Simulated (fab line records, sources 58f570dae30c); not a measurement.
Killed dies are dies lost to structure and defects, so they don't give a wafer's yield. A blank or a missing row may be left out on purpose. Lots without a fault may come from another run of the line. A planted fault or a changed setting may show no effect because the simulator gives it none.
A struck lot beside a sound one | flow berkeley_cmos170 | 25 steps out of a route of 331
Sound: wafers L550.3, L550.5, L550.6. Struck: wafers L565.1, L565.2, L565.6. The cause comes at the end.
At each step with rows: each side's tool, then ch and its chambers, then its first start. Under that, the readings that differ: sound wafers | struck wafers | difference of the means | sigmas: that difference in standard deviations of wafers without a fault.
alike: readings whose means differ by less than 2 such deviations, and words and numbers that are the same on both sides. not compared: withheld readings, readings that some wafer has no value for, bounds like >300 that may hide the same value, and numbers for which the record gives no deviation and whose values overlap.
The two part at a step that has a row with sigmas, a row that says differs or no value, or rows on one side only. Numbers that don't overlap but have no deviation are shown without sigmas and don't part them. A reading that every wafer of one side lacks parts them only if that side has two wafers or more.

first, 1 step without rows for these wafers: UCB170_PSD_IMPLANT_08.
UCB170_PSD_STRIP_09: strips in O2.
  sound on plasma_asher-01 ch 0,1, day 7 02:52; struck on plasma_asher-01 ch 0,1, day 10 11:43
  alike: drypump_motor_current_A, oes_product_au, strip_time_to_endpoint_s
  not compared: rf_hours_counter_h
UCB170_PSD_TW_MEAS_10:
  sound on film_metro-04, day 7 02:58; struck on film_metro-03, day 10 11:49
  alike: PSD_TW
then, 7 steps without rows for these wafers: UCB170_PSD_CLEAN_11 (cleans in SPM, time 600 s); UCB170_NSD_HMDS_00 (prime time 60 s); UCB170_NSD_COAT_01 (resist thk 900 nm); UCB170_NSD_SOFTBAKE_02 (time 60 s); UCB170_NSD_EXPOSE_03 (exposes mask NSELECT MOD, target cd 1200 nm); UCB170_NSD_PEB_04; UCB170_NSD_DEVELOP_05 (develop time 45 s).
UCB170_NSD_CD_MEAS_06: target cd 1200 nm.
  sound on cd_sem-01, day 7 04:12; struck on cd_sem-02, day 10 13:42
  reading    | sound                | struck               | difference | sigmas
  cd_nm (nm) | 1202.7 1202.8 1201.5 | 1196.6 1196.3 1196.3 | -5.9       | -4
UCB170_NSD_OVL_MEAS_07:
  sound on overlay-02, day 7 04:17; struck on overlay-02, day 10 13:49
  reading      | sound | struck    | difference | sigmas
  NSD_OVL (nm) | 7 7 9 | -5 -9 -10 | -16        | -3
UCB170_NSD_IMPLANT_08:
  sound on implanter-02 ch 0, day 7 04:22; struck on implanter-04 ch 0, day 10 13:51
  reading                          | sound                         | struck                        | difference | sigmas
  dose_ions_cm2                    | 2.997e+15 2.998e+15 3.002e+15 | 2.141e+15 2.144e+15 2.142e+15 | -8.567e+14 | -99 or more
  end_station_pressure_torr (Torr) | 1.33e-05 1.24e-05 1.34e-05    | 1.03e-05 1.03e-05 1.15e-05    | -2.33e-06  | -4
  faraday_current_uA               | 9038 9599 9128                | 6562 6573 6647                | -2661      | -15
UCB170_NSD_STRIP_09: strips in O2.
  sound on plasma_asher-02 ch 0,1, day 7 04:30; struck on plasma_asher-03 ch 0,1, day 10 14:00
  reading                      | sound             | struck            | difference | sigmas
  drypump_motor_current_A (A)  | 5.2 5.1 4.9       | 5.5 6.2 6.2       | +0.9       | +2
  oes_product_au (a.u.)        | 0.525 0.536 0.535 | 0.560 0.565 0.566 | +0.032     | +7
  strip_time_to_endpoint_s (s) | 35.75 35.82 35.79 | 32.70 32.68 32.66 | -3.11      | -43
  not compared: rf_hours_counter_h
UCB170_NSD_TW_MEAS_10:
  sound on film_metro-03, day 7 04:35; struck on film_metro-02, day 10 14:26
  reading | sound          | struck         | difference | sigmas
  NSD_TW  | 4247 4231 4254 | 3997 3997 3980 | -253       | -7
  not compared: hold
then, 3 steps without rows for these wafers: UCB170_BACKSIDE_HMDS_00 (prime time 60 s); UCB170_BACKSIDE_COAT_01 (resist thk 900 nm); UCB170_BACKSIDE_SOFTBAKE_02 (time 60 s).
UCB170_BACKSIDE_STRIP_03: strips in O2.
  sound on plasma_asher-04 ch 0,1, day 7 05:17; struck on plasma_asher-02 ch 0,1, day 10 17:13
  reading                      | sound             | struck            | difference | sigmas
  drypump_motor_current_A (A)  | 6.2 5.8 6.2       | 4.9 5.2 5.2       | -1.0       | -2
  strip_time_to_endpoint_s (s) | 21.86 21.93 21.95 | 22.05 22.09 22.06 | +0.15      | +3
  alike: oes_product_au
  not compared: rf_hours_counter_h
then, 1 step without rows for these wafers: UCB170_BACKSIDE_CLEAN_04 (cleans in SPM, time 600 s).
UCB170_SDANNEAL_RTA_00: time 10 s.
  sound on rtp_anneal-01 ch 0, day 7 05:34; struck on rtp_anneal-01 ch 0, day 10 17:35
  alike: lamp_power_pct, wafer_temp_C_max
UCB170_SDANNEAL_RTA_01: time 5 s.
  sound on rtp_anneal-01 ch 0, day 7 05:38; struck on rtp_anneal-01 ch 0, day 10 17:39
  alike: lamp_power_pct, wafer_temp_C_max
UCB170_SDANNEAL_RS_MEAS_02: measures by four-point-probe.
  sound on film_metro-04, day 7 05:42; struck on film_metro-03, day 10 17:43
  alike: PSD_RS
UCB170_SDANNEAL_RS_MEAS_03: measures by four-point-probe.
  sound on film_metro-04, day 7 05:49; struck on film_metro-03, day 10 18:13
  reading         | sound             | struck            | difference | sigmas
  NSD_RS (ohm/sq) | 37.33 37.21 37.40 | 44.84 44.76 44.87 | +7.51      | +96
  not compared: hold
UCB170_M3_PROBE_99:
  the record has rows for the sound wafers here (prober-02, day 8 11:56) and none for the struck ones

WHERE THEY PART
First at UCB170_NSD_CD_MEAS_06; last, within this record, at UCB170_M3_PROBE_99.

WHY: what the simulator had put in
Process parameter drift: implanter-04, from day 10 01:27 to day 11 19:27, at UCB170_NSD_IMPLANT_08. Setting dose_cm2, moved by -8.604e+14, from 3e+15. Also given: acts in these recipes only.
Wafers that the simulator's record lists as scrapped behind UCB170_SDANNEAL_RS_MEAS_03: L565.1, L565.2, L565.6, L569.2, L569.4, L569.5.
